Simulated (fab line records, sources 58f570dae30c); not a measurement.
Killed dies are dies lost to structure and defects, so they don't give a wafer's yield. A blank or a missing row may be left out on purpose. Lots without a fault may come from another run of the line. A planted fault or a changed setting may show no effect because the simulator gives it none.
Chamber matching | flow berkeley_cmos170 | UCB170_START_CLEAN_01 on wet_bench-03: 3 sister chambers
The step cleans in dHF, time 60 s. 14 wafers are shown with their chamber, then 7 later ones without.

WAFERS WITH THEIR CHAMBER
wafer  | chamber | run_length_s (s)
L802.2 | 2       | 86.1
L802.5 | 2       | 86.1
L802.6 | 2       | 86.1
L803.1 | 0       | 86.8
L803.2 | 0       | 86.8
L803.5 | 0       | 86.8
L805.1 | 3       | 93.2
L805.3 | 3       | 93.2
L805.4 | 3       | 93.2
L806.3 | 3       | 85.7
L806.4 | 3       | 85.7
L806.5 | 3       | 85.7
L808.3 | 0       | 86.0
L808.5 | 0       | 86.0

SIGNATURES (means of the wafers above)
reading      | chamber 0 | chamber 2 | chamber 3 | scatter within a chamber
run_length_s | 86.480    | 86.100    | 89.450    | 2.78
Rule: a wafer's distance from a chamber is the root of the sum, over the readings, of the square of ((its reading less the chamber's mean) divided by the reading's scatter). The wafer belongs to the nearest chamber; if the next one is less than 2 further off, it can't be placed. The scatter: the root of (the sum of the squares of (reading less its chamber's mean) over the shown wafers, divided by (wafers less chambers)).

WAFERS WITHOUT THEIR CHAMBER
wafer  | run_length_s (s)
L808.6 | 86.0
L811.2 | 86.3
L811.4 | 86.3
L811.6 | 86.3
L824.2 | 86.8
L824.4 | 86.8
L824.6 | 86.8

WHICH CHAMBER EACH WENT THROUGH
wafer  | from the rows above          | in truth
L808.6 | can't be placed: 2 or 0 or 3 | 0
L811.2 | can't be placed: 0 or 2 or 3 | 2
L811.4 | can't be placed: 0 or 2 or 3 | 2
L811.6 | can't be placed: 0 or 2 or 3 | 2
L824.2 | can't be placed: 0 or 2 or 3 | 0
L824.4 | can't be placed: 0 or 2 or 3 | 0
L824.6 | can't be placed: 0 or 2 or 3 | 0
Placed correctly: 0 of 7. Can't be placed from these rows: 7 (the true chamber is among the candidates in 7). Placed wrongly: 0.
